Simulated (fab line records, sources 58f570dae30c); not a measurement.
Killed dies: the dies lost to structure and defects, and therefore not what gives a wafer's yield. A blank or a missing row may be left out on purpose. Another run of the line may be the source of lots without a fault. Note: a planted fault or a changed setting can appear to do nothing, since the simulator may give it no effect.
A single fault, viewed from 2 desks    flow berkeley_cmos170    what lay behind the numbers comes last; until then each desk has only its own

DESK OF THE TOOL OWNER: pecvd-03
The tool's own readings at UCB170_V1_CVD_00 (deposits SiO2 from TEOS/O2, target thk 2000 nm, time 250 s): means of the sampled wafers that have a number, for each lot that ran on this tool. Marked OUT: a lot whose mean sits more than 4 standard deviations from the usual mean, which makes it out of limits; the brackets give that distance.
Columns: A = heater_power_w at UCB170_V1_CVD_00, usual 263 W
lot   first seen here  A
L319  day 7 14:28      229
L323  day 8 01:22      269
L328  day 9 00:06      255
L331  day 9 08:58      207
L334  day 10 16:19     231
L335  day 10 16:29     245
Finding of this desk: none of the 6 lots has anything out of limits.

FROM THE METROLOGY DESK
Means of the sampled wafers that have a number, per lot and without regard to the tool the lot ran on: this is what the gauges read. Marked OUT: a lot whose mean sits more than 4 standard deviations from the usual mean, which makes it out of limits; the brackets give that distance.
Columns: A = V2_POLISHED_THK at UCB170_V2_THK_MEAS_04, usual 1018.0 nm; B = cd_nm at UCB170_V2_CD_MEAS_12, usual 699.8 nm
lot   first seen here  A       B
L319  day 7 22:14      1017.5  701.0
L320  day 7 23:08      1018.8  698.1
L321  day 8 02:37      1018.1  697.9
L322  day 8 09:19      1016.5  699.5
L323  day 8 09:36      1018.6  699.8
L325  day 9 02:29      1017.7  699.1
L326  day 9 02:58      1015.4  702.2
L328  day 9 06:17      1018.9  699.6
L327  day 9 06:37      1016.3  698.4
L331  day 9 15:50      1017.8  702.3
L329  day 9 17:58      1018.6  699.4
L334  day 10 22:43     1017.7  700.6
L336  day 10 23:33     1018.8  698.8
L335  day 11 00:08     1016.7  699.8
Finding of this desk: none of the 14 lots has anything out of limits.

ALL TOGETHER
Nothing out of limits was seen by the tool owner's desk.
From the metrology desk's view, nothing was out of limits.

WHAT WAS PUT IN BY THE SIMULATOR
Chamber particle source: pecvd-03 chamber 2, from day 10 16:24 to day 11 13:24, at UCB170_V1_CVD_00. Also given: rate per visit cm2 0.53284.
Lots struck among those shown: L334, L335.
